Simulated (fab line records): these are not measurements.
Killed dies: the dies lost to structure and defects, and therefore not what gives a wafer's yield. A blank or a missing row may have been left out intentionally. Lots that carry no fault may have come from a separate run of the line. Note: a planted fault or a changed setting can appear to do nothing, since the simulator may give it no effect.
2 desks, one fault -- flow ritCmos -- numbers are kept per desk, each desk with only its own; the story behind them comes last

AT THE METROLOGY DESK
Means of the sampled wafers that have a number, per lot and without regard to the tool the lot ran on: this is what the gauges read. A lot is out of limits, marked OUT, if its mean lies more than 4 standard deviations from the usual mean; the brackets give that distance.
Columns: A = NWELL_TW at RIT_NWELL_TW_MEAS_10, usual 2150; B = NWELL_RS at RIT_WELLDRIVE_RS_MEAS_01, usual 275.4 ohm/sq
lot,first seen here,A,B
L609,day 1 23:35,2184,276.6
L611,day 2 07:28,2108,273.9
L612,day 2 13:02,2100,275.1
L613,day 2 20:32,2190,275.9
L614,day 3 00:11,2131,275.2
L615,day 3 06:04,2138,275.2
L616,day 3 09:33,2108,275.0
L617,day 3 14:34,2098,276.1
L619,day 3 22:53,1899 (-7.2) OUT,345.0 (+87) OUT
L623,day 5 02:16,1945 (-5.8) OUT,344.5 (+86) OUT
L624,day 5 05:59,2154,275.3
L627,day 5 16:53,2185,274.8
L629,day 6 04:09,2204,274.5
L632,day 6 19:02,2196,276.1
This desk finds L619, L623 out of limits, with the earliest case on L619 at day 3 22:53 (NWELL_TW at RIT_NWELL_TW_MEAS_10). L609, L611, L612, L613, L614, L615, L616, L617, L624, L627, L629, L632: within limits.

AT THE TOOL OWNER'S DESK: implanter-04
For each lot that ran on this tool, the mean over its sampled wafers that have a number, from the tool's own readings at RIT_NWELL_IMPLANT_08. A lot is out of limits, marked OUT, if its mean lies more than 4 standard deviations from the usual mean; the brackets give that distance.
Columns: A = doseIonsCm2 at RIT_NWELL_IMPLANT_08, usual 5e+13; B = faradayCurrentUA at RIT_NWELL_IMPLANT_08, usual 158; C = tiltDeg at RIT_NWELL_IMPLANT_08, usual 7.001 degrees
lot,first seen here,A,B,C
L615,day 3 05:45,5e+13,158,6.980
L617,day 3 14:16,5e+13,160,6.965
L619,day 3 22:34,3e+13 (-99 or more) OUT,111 (-15) OUT,6.985
L623,day 5 01:56,3e+13 (-99 or more) OUT,109 (-15) OUT,7.012
This desk's finding: out of limits on L619, L623; first on L619, day 3 22:34 (doseIonsCm2 at RIT_NWELL_IMPLANT_08). L615, L617: within limits.

PUT TOGETHER
The tool owner's desk had the chance to raise an alarm at day 3 22:34 on L619, L623.
On L619, L623, the metrology desk was in a position to raise an alarm at day 3 22:53.
The lots listed all ran RIT_NWELL_IMPLANT_08 on implanter-04.

WHAT THE SIMULATOR PUT IN
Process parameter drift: implanter-04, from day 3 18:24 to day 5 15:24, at RIT_NWELL_IMPLANT_08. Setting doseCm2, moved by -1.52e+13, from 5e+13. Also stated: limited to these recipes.
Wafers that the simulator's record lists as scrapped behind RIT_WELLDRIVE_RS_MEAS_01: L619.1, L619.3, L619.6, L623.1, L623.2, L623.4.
Shown lots that were struck: L619, L623.
Delay (hours) between the fault's onset and each desk's first out-of-limits reading: 4 at the tool owner's desk, 4 at the metrology desk.
